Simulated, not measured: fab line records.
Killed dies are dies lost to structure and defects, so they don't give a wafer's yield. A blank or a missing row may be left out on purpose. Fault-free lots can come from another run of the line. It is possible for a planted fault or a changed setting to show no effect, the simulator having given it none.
Problem report, 8D (eight disciplines) form, completed by code | flow berkeley cmos170 | the parts of the form that need people (team, actions taken, sign-off) are left out

## 1. WHAT WENT WRONG
CONTACT_PSG_THK at UCB170_CONTACT_THK_MEAS_02 reads a mean of 622 nm on 6 wafers of 2 lots; wafers without a fault read 698 nm with a standard deviation of 6.3. That is -12 standard deviations from the usual mean.
The first sign was on wafer L355.1 at day 10 23:15, on film metro-02. At this step, 42 wafers from 14 lots have a number in the record. Rule for "out", or "out of limits": more than 4 standard deviations from the usual mean. Any other wafer with a number is counted as sound.

## 2. WHAT IT IS AND WHAT IT IS NOT
question                    | is                           | is not
which readings at this step | CONTACT_PSG_THK              | -
which lots                  | L355, L359                   | L341, L342, L343, L345, L346, L348, L350, L352, L353, L356, L357, L358
which wafers of those lots  | all that have a number       | -
read on which gauges        | film metro-01, film metro-02 | film metro-04
when                        | from day 10 23:15            | up to then (30 sound wafers); but 6 sound wafers of L357, L358 came after

## 3. SUSPECTS, AND WHAT RULES EACH OUT
Counting: a tool at a process step up to the reading stays a suspect if it ran every lot that is out and no sound lot after the first of them.
- ruled out: the gauge at UCB170_CONTACT_THK_MEAS_02. Those wafers that are out were read across 2 gauges (film metro-01, film metro-02).
- lpcvd-02 at UCB170_CONTACT_CVD_01 (deposits PSG from SiH4/O2/PH3, target thk 700 nm, time 2820 s): kept. It processed each lot that is out, first L355 at day 10 21:28, and no sound lot thereafter; up to then, the last sound lot it processed was L356 at day 10 17:15.
The count leaves lpcvd-02 at UCB170_CONTACT_CVD_01.

## 4. THE CAUSE (what the simulator had put in)
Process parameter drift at UCB170_CONTACT_CVD_01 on lpcvd-02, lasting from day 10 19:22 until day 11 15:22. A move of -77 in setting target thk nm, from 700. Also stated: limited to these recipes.
Counting left only this tool.

## 5. THE EFFECT CHAIN, in route order
Rows list readings where the struck wafers' mean (over those with a number) sits beyond 3 standard deviations from the usual. Only readings whose record carries a usual standard deviation are examined. hours: median over the lots of the time between each lot's start at the first step of this table that gives one and its start at this step. sigmas: the change, counted in usual standard deviations.
hours | step                       | reading         | usual      | on struck wafers | change | sigmas
0     | UCB170_CONTACT_THK_MEAS_02 | CONTACT_PSG_THK | 698 nm     | 622              | -76    | -12
-     | UCB170_CONTACT_ETCH_18     | oes product au  | 0.893 a.u. | 0.839            | -0.054 | -3.6
Process steps it contains:
- UCB170_CONTACT_ETCH_18: etches PSG in CHF3/CF4/Ar, stops on TiSi2, target depth 840 nm, time 195 s.

## 6. HOW IT WOULD HAVE BEEN CAUGHT EARLIER
Counted from the fault's start at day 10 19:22, it took 4 hours until the first out-of-limits reading at a measuring or inspecting step in this record, taken at day 10 23:15.
No tool reading at UCB170_CONTACT_CVD_01 that has a usual standard deviation in the record was out on any struck wafer, so an alarm limit of 4 standard deviations on those readings would not have fired.
By day 10 23:15 the whole set of lots that are out, 2 in number, had already begun UCB170_CONTACT_CVD_01 on lpcvd-02. None of them would have been spared by holding the tool at that moment.
